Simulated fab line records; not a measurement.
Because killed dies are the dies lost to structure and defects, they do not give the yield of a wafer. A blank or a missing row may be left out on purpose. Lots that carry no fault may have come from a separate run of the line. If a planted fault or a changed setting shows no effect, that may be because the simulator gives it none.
Split-lot trial + flow berkeleyCmos170 + 5 lots, 23 wafers read, on a route of 331 steps

== THE SPLIT ==
At UCB170_V2_COAT_07 (resist thk 900 nm), the setting resistThkNm was moved away from the recipe's 900 nm on 8 of the 23 wafers read, by -3.3% to +4.8%. For the rest of the wafers, this setting stayed at what the recipe calls for.

== THE PATH FROM SPLIT TO READING: the file shows 1 step between them ==
- UCB170_V2_DEVELOP_11: develop time 45 s (also split here: developTimeS)

== THE READING ==
KrF_of_V2_COAT_07.thkNm (the simulator's own value, which no gauge read), in nm, at UCB170_V2_ETCH_14 (etches SiO2 in CHF3/CF4/Ar, stops on Al, target depth 1250 nm, time 291 s). The file gives no usual value for it. The 15 wafers here that ran the recipe average 611.4 nm, standard deviation 4.3 nm.

| wafer  | tool, chamber at the split | resistThkNm as run, nm | against the recipe | KrF_of_V2_COAT_07.thkNm, nm | against lot-mates on the recipe |
|--------|----------------------------|------------------------|--------------------|-----------------------------|---------------------------------|
| L074.1 | lithoTrack-01, 0           | 870.6                  | -3.3%              | 584.3                       | -26.9                           |
| L074.2 | lithoTrack-01, 0           | 900                    | recipe             | 612.2                       | -                               |
| L074.3 | lithoTrack-01, 0           | 870.6                  | -3.3%              | 578.2                       | -33.0                           |
| L074.5 | lithoTrack-01, 0           | 900                    | recipe             | 610.2                       | -                               |
| L074.6 | lithoTrack-01, 0           | 870.6                  | -3.3%              | 584.9                       | -26.3                           |
| L079.1 | lithoTrack-01, 0           | 900                    | recipe             | 611                         | -                               |
| L079.3 | lithoTrack-01, 0           | 886.3                  | -1.5%              | 602.2                       | -13.4                           |
| L079.4 | lithoTrack-01, 0           | 900                    | recipe             | 616.6                       | -                               |
| L079.5 | lithoTrack-01, 0           | 900                    | recipe             | 619.3                       | -                               |
| L079.6 | lithoTrack-01, 0           | 886.3                  | -1.5%              | 600.4                       | -15.2                           |
| L078.4 | lithoTrack-02, 0           | 900                    | recipe             | 617                         | -                               |
| L078.5 | lithoTrack-02, 0           | 900                    | recipe             | 606.1                       | -                               |
| L078.6 | lithoTrack-02, 0           | 900                    | recipe             | 609.1                       | -                               |
| L083.1 | lithoTrack-03, 0           | 900                    | recipe             | 605.6                       | -                               |
| L083.3 | lithoTrack-03, 0           | 900                    | recipe             | 612.6                       | -                               |
| L083.4 | lithoTrack-03, 0           | 900                    | recipe             | 615.2                       | -                               |
| L083.5 | lithoTrack-03, 0           | 900                    | recipe             | 614.5                       | -                               |
| L083.6 | lithoTrack-03, 0           | 900                    | recipe             | 607.5                       | -                               |
| L085.2 | lithoTrack-01, 0           | 900                    | recipe             | 607.7                       | -                               |
| L085.3 | lithoTrack-01, 0           | 900                    | recipe             | 605.7                       | -                               |
| L085.4 | lithoTrack-01, 0           | 943                    | +4.8%              | 654.8                       | +48.1                           |
| L085.5 | lithoTrack-01, 0           | 943                    | +4.8%              | 652.6                       | +45.9                           |
| L085.6 | lithoTrack-01, 0           | 943                    | +4.8%              | 651.6                       | +44.9                           |

THE FIT
A straight line over all 23 wafers: KrF_of_V2_COAT_07.thkNm changes by +8.66 nm for each +1% of resistThkNm; r = +0.98; the points scatter about the line by 4 nm.
The same after taking each lot's own level away (the mean of its wafers on the recipe; 23 wafers): +9.4 nm for each +1%; r = +0.99; scatter 3.3 nm.
That fit puts the effect of the largest move of resistThkNm on the reading at 45 nm.
The lots' own levels span 606.70 to 615.63 nm, that is 2.1 times the standard deviation above.
Hence the lot-to-lot level has little effect on the slope; both slopes agree.
Check: for one of the wafers moved furthest among these (+4.8%), held out of the fit, the line's prediction against its lot-mates is +44.4 nm. Against them it came out at +48.1 nm.

== THESE WAFERS: OTHER SPLITS ==
These wafers also went through other splits before the reading. Each is held against what the fit with the lots' levels taken away leaves over:
| other split on the same wafers    | wafers away from the commonest value | r with KrF_of_V2_COAT_07.thkNm (lot level and that fit taken away) |
|-----------------------------------|--------------------------------------|--------------------------------------------------------------------|
| UCB170_V1_ETCH_14 timeS           | 7                                    | +0.08                                                              |
| UCB170_V2_DEVELOP_11 developTimeS | 8                                    | -0.41                                                              |

== THE WHOLE CHAIN: every reading that the file lists as answering this split, in the file's order ==
| step               | what it does                                                              | reading                                                                  | change (the file's fit)              | r (the file's) |
|--------------------|---------------------------------------------------------------------------|--------------------------------------------------------------------------|--------------------------------------|----------------|
| UCB170_V2_COAT_07  | resist thk 900 nm                                                         | KrF_of_V2_COAT_07.thkNm (the simulator's own value, which no gauge read) | +9.05 nm for each +1% of the setting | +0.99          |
| UCB170_V2_ETCH_14  | etches SiO2 in CHF3/CF4/Ar, stops on Al, target depth 1250 nm, time 291 s | KrF_of_V2_COAT_07.thkNm (the simulator's own value, which no gauge read) | +9.41 nm for each +1% of the setting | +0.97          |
| UCB170_V2_STRIP_15 | strips in O2                                                              | stripTimeToEndpointS                                                     | withheld for each +1% of the setting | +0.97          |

== THE FILE'S OWN FIT ==
KrF_of_V2_COAT_07.thkNm changes by +9.41 nm for each +1% of resistThkNm, r = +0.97.
